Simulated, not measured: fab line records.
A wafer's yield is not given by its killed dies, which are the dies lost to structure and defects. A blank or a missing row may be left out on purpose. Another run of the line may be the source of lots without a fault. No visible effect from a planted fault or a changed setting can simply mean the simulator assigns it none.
A sampling plan put to the test    flow rit_cmos    one fab line, 36 faults that these records tell of, each judged on the records of the lots that it struck; 1 more is left out, because the records don't allow judging it
The plan is the line's own looks: the steps of the route at which a gauge or an inspection reads the wafer and doesn't change it. A look can be judged if struck wafers have a number there and the file gives its usual mean and standard deviation on fault-free wafers. Caught: 4 or more of those standard deviations (sigma) separate the usual mean from the mean of the struck wafers at a look after the fault's first step. On the tool: the same test on the tool's own readings at the fault's steps. It also counts as caught if the struck wafers ran another recipe or if their record alone is blank.

THE FAULTS, as the simulator had put them in
1. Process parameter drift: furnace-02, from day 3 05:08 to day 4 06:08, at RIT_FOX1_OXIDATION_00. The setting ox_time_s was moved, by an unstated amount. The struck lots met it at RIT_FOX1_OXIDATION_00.
2. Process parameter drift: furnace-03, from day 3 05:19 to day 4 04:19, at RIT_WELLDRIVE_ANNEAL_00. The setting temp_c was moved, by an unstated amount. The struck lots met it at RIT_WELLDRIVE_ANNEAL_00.
3. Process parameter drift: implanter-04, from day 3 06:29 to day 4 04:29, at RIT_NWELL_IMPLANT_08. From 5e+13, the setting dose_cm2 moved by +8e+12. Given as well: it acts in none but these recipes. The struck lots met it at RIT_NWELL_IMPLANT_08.
4. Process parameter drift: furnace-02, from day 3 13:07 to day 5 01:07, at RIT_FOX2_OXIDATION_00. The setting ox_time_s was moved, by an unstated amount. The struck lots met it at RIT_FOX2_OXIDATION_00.
5. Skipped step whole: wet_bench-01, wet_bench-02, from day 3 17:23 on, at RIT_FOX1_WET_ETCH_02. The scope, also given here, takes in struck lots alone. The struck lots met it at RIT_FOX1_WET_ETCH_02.
6. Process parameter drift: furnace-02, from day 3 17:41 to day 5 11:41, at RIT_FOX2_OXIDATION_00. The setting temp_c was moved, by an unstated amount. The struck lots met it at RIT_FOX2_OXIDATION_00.
7. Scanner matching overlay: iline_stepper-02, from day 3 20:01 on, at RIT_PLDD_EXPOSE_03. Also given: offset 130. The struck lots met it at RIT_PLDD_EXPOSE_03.
8. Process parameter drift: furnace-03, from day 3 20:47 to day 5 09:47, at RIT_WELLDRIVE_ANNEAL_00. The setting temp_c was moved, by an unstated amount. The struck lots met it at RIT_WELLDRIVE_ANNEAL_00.
9. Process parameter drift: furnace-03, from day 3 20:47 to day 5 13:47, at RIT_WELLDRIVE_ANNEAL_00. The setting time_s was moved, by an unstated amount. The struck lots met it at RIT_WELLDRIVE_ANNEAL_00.
10. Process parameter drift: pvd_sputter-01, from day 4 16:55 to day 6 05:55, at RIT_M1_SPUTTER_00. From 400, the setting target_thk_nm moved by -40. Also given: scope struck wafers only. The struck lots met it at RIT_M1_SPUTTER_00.
11. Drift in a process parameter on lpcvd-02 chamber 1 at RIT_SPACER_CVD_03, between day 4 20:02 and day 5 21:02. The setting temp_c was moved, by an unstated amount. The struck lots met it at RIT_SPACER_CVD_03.
12. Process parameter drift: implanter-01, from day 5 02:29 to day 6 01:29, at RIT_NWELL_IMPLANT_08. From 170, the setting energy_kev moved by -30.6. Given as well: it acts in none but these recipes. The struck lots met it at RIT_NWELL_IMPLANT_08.
13. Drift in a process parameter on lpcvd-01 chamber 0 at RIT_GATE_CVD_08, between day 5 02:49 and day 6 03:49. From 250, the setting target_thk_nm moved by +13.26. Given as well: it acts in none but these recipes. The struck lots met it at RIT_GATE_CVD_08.
14. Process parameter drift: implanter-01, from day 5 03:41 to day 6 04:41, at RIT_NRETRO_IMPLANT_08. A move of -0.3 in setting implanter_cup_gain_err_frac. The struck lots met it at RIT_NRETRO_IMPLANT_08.
15. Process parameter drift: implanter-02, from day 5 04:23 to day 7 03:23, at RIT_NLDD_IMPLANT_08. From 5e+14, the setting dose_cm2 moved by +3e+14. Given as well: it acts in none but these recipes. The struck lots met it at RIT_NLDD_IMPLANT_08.
16. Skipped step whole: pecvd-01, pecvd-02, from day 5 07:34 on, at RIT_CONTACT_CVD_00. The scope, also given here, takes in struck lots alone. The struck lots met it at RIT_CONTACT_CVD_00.
17. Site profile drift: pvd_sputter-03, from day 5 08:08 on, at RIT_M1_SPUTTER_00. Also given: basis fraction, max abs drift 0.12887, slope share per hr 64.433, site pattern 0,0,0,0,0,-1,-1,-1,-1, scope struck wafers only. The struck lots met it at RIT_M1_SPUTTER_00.
18. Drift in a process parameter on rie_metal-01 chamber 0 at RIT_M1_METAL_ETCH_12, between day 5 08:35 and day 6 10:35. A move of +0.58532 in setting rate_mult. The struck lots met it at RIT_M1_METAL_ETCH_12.
19. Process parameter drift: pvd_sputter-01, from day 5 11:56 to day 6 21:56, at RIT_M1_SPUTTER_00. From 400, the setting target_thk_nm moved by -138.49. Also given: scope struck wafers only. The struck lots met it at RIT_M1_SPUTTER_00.
20. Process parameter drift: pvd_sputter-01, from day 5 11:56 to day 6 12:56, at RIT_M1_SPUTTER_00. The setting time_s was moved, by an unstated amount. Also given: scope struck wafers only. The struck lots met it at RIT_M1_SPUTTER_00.
21. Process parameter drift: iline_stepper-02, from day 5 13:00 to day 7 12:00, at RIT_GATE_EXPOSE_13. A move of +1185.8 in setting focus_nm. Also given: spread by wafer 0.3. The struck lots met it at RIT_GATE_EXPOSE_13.
22. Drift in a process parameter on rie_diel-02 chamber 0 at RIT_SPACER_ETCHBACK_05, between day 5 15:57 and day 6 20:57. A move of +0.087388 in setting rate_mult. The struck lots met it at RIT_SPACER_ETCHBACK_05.
23. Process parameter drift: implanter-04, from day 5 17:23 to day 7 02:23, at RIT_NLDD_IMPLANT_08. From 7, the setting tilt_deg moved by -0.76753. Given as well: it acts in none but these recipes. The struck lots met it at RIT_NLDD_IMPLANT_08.
24. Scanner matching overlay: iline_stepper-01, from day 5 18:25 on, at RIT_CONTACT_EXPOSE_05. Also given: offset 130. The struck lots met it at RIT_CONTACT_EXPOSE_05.
25. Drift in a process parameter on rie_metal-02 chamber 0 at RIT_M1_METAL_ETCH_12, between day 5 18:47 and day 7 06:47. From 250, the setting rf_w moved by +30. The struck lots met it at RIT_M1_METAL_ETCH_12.
26. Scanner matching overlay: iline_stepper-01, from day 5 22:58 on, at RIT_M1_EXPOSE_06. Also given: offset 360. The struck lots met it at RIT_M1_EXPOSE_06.
27. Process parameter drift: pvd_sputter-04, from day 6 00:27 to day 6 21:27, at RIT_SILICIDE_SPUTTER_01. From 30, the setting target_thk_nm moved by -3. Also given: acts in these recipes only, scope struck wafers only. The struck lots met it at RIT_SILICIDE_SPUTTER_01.
28. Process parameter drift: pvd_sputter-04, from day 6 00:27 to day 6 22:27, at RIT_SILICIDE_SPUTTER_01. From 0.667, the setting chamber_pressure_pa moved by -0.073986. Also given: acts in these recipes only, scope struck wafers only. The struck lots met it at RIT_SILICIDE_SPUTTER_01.
29. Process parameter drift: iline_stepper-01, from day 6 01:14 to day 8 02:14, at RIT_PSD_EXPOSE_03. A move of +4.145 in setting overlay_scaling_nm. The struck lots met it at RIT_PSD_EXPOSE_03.
30. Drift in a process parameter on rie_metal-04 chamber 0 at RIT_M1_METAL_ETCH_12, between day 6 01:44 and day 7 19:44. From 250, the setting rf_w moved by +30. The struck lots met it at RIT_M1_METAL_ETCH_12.
31. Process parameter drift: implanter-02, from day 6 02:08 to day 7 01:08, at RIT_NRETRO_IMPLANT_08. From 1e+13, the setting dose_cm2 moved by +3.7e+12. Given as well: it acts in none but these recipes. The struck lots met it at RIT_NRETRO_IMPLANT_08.
32. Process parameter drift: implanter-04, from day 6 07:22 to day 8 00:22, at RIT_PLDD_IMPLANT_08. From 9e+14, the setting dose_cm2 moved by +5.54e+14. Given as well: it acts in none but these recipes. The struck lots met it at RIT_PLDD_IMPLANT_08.
33. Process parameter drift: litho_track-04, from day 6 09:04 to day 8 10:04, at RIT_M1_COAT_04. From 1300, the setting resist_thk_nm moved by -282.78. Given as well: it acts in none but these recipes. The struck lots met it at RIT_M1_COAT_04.
34. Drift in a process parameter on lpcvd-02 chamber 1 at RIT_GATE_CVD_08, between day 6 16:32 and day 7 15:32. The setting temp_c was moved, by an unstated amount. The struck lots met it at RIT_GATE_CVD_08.
35. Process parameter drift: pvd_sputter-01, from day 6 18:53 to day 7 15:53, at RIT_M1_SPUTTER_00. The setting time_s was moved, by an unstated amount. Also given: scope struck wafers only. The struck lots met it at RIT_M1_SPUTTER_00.
36. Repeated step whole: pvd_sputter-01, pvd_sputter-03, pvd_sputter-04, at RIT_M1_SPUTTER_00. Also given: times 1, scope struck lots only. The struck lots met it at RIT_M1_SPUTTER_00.

WHAT THE PLAN SAW
fault  on the tool itself                                first look that catches it                       reading, sigma                                     median hours from its first step to that look  hours from the fault's start to the first struck lot there  judged looks passed uncaught
1      no reading that can be judged                     RIT_FOX1_THK_MEAS_01                             FOX1_OXIDE_THK +7.1                                1.3                                            4                                                           0
2      tube_center_temp_C +99 or beyond sigma            RIT_WELLDRIVE_RS_MEAS_01                         NWELL_RS -22                                       5.1                                            1                                                           0
3      dose_ions_cm2 +99 or beyond sigma                 RIT_NWELL_TW_MEAS_10                             NWELL_TW +4.2                                      0.3                                            8                                                           0
4      under 2 sigma                                     RIT_FOX2_THK_MEAS_01                             FOX2_OXIDE_THK -16                                 1.3                                            4                                                           0
5      no reading that can be judged                     no look after it can be judged                   -                                                  -                                              -                                                           0
6      tube_center_temp_C -99 or beyond sigma            RIT_FOX2_THK_MEAS_01                             FOX2_OXIDE_THK -8.7                                1.3                                            3                                                           0
7      no reading that can be judged                     RIT_PLDD_OVL_MEAS_06                             PLDD_OVL +99 or beyond                             0.4                                            10                                                          0
8      tube_center_temp_C +99 or beyond sigma            RIT_WELLDRIVE_RS_MEAS_01                         NWELL_RS -22                                       5.1                                            0                                                           0
9      run_length_s +99 or beyond sigma                  RIT_WELLDRIVE_RS_MEAS_01                         NWELL_RS -20                                       5.1                                            0                                                           0
10     under 2 sigma                                     RIT_M1_RS_MEAS_01                                M1_AL_RS +10                                       0.3                                            8                                                           0
11     susceptor_temp_C +99 or beyond sigma              RIT_SPACER_THK_MEAS_04                           SPACER_NITRIDE_THK +85                             1.9                                            0                                                           0
12     beam_energy_keV -99 or beyond sigma               not the one look that can be judged after it     strongest: NWELL_TW at RIT_NWELL_TW_MEAS_10, -3.0  -                                              -                                                           1
13     under 2 sigma                                     RIT_GATE_THK_MEAS_09                             GATE_POLY_THK +5.9                                 1.6                                            6                                                           0
14     beam_on_s +23 sigma                               RIT_NRETRO_TW_MEAS_10                            NRETRO_TW +8.5                                     0.3                                            2                                                           0
15     dose_ions_cm2 +99 or beyond sigma                 RIT_NLDD_TW_MEAS_10                              NLDD_TW +9.5                                       0.3                                            13                                                          0
16     the tool's record is blank for the struck wafers  RIT_CONTACT_THK_MEAS_01                          CONTACT_TEOS_THK -75                               0.1                                            3                                                           0
17     under 2 sigma                                     RIT_M1_RS_MEAS_01                                M1_AL_RS +6.7                                      0.3                                            23                                                          0
18     under 2 sigma                                     RIT_M1_CD_MEAS_90                                cd_nm -4.4                                         0.5                                            23                                                          0
19     under 2 sigma                                     RIT_M1_RS_MEAS_01                                M1_AL_RS +52                                       0.3                                            5                                                           0
20     under 2 sigma                                     RIT_M1_RS_MEAS_01                                M1_AL_RS -28                                       0.3                                            5                                                           0
21     no reading that can be judged                     no look after it can be judged                   -                                                  -                                              -                                                           0
22     under 2 sigma                                     none of the 7 looks that can be judged after it  -                                                  -                                              -                                                           7
23     tilt_deg -38 sigma                                no look after it can be judged                   -                                                  -                                              -                                                           0
24     under 2 sigma                                     RIT_CONTACT_OVL_MEAS_09                          CONTACT_OVL +86                                    0.6                                            8                                                           0
25     rf_fwd_power_W +40 sigma                          not the one look that can be judged after it     strongest: cd_nm at RIT_M1_CD_MEAS_90, -2.9        -                                              -                                                           1
26     no reading that can be judged                     RIT_M1_OVL_MEAS_10                               M1_OVL +99 or beyond                               0.6                                            6                                                           0
27     under 2 sigma                                     RIT_SILICIDE_RS_MEAS_02                          SILICIDE_TI_RS +9.8                                0.2                                            11                                                          0
28     chamber_pressure_pa -55 sigma                     RIT_SILICIDE_RS_MEAS_02                          SILICIDE_TI_RS -14                                 0.2                                            11                                                          0
29     no reading that can be judged                     not the one look that can be judged after it     strongest: PSD_OVL at RIT_PSD_OVL_MEAS_06, -3.1    -                                              -                                                           1
30     rf_fwd_power_W +39 sigma                          not the one look that can be judged after it     strongest: cd_nm at RIT_M1_CD_MEAS_90, -3.5        -                                              -                                                           1
31     dose_ions_cm2 +99 or beyond sigma                 RIT_NRETRO_TW_MEAS_10                            NRETRO_TW +7.4                                     0.3                                            3                                                           0
32     dose_ions_cm2 +99 or beyond sigma                 RIT_PLDD_TW_MEAS_10                              PLDD_TW +8.4                                       0.3                                            4                                                           0
33     no reading that can be judged                     RIT_M1_CD_MEAS_09                                cd_nm -12                                          0.8                                            6                                                           0
34     susceptor_temp_C -24 sigma                        RIT_GATE_THK_MEAS_09                             GATE_POLY_THK -17                                  1.6                                            4                                                           0
35     under 2 sigma                                     RIT_M1_RS_MEAS_01                                M1_AL_RS -12                                       0.3                                            15                                                          0
36     under 2 sigma                                     RIT_M1_RS_MEAS_01                                M1_AL_RS -47                                       0.9                                            -                                                           0
A dash: this means the fault isn't caught or the number doesn't appear in these records.

Caught at a look: 28 of 36. Caught on the tool: 17 of 36. By one or the other: 32 of 36.
Caught on the tool alone: faults 12, 23, 25, 30.
Caught at a look alone: faults 1, 4, 7, 10, 13, 17, 18, 19, 20, 24, 26, 27, 33, 35, 36.
Caught by neither: faults 5, 21, 22, 29.

THINNER SAMPLING
In the worst case, this is how late the first struck lot would be measured if the look that catches a fault measured only every second or every third lot, by lot number:
fault  struck lots at that look, in order of time  every lot  every second lot  every third lot
1      L473, L474                                  4 h        10 h              may miss all 2
2      L308, L310, L311                            1 h        16 h              may miss all 3
3      L633, L635                                  8 h        may miss all 2    may miss all 2
4      L932, L933                                  4 h        8 h               may miss all 2
6      L525, L531                                  3 h        may miss all 2    may miss all 2
7      L761, L763, L765                            10 h       may miss all 3    31 h
8      L948, L950, L953                            0 h        28 h              may miss all 3
9      L848, L850, L853                            0 h        28 h              may miss all 3
10     L860, L862                                  8 h        may miss all 2    may miss all 2
11     L887, L890                                  0 h        14 h              may miss all 2
13     L745, L747                                  6 h        may miss all 2    may miss all 2
14     L135, L137                                  2 h        may miss all 2    may miss all 2
15     L398, L402                                  13 h       may miss all 2    may miss all 2
16     L931, L932                                  3 h        7 h               may miss all 2
17     L692, L694                                  23 h       may miss all 2    may miss all 2
18     L906                                        23 h       may miss it       may miss it
19     L462, L464, L466                            5 h        may miss all 3    26 h
20     L955, L957                                  5 h        may miss all 2    may miss all 2
24     L753, L754, L755                            8 h        9 h               11 h
26     L152, L153, L155, L156                      6 h        7 h               may miss all 4
27     L372, L374                                  11 h       may miss all 2    may miss all 2
28     L235, L237                                  11 h       may miss all 2    may miss all 2
31     L514, L515                                  3 h        9 h               may miss all 2
32     L407, L409                                  4 h        may miss all 2    may miss all 2
33     L636, L637                                  6 h        13 h              may miss all 2
34     L836, L838                                  4 h        may miss all 2    may miss all 2
35     L753                                        15 h       may miss it       may miss it
Hours are from the fault's start to the first struck lot that is measured. The test against the limit of 4 sigma pooled every struck wafer, which means one lot taken alone may stay below that limit. Other struck lots may not be in these records.

THE LONGEST TIMED WAY FROM STEP TO LOOK
Fault 8: a median of 5.1 hours passes between RIT_WELLDRIVE_ANNEAL_00 and RIT_WELLDRIVE_RS_MEAS_01. No look between them can be judged.
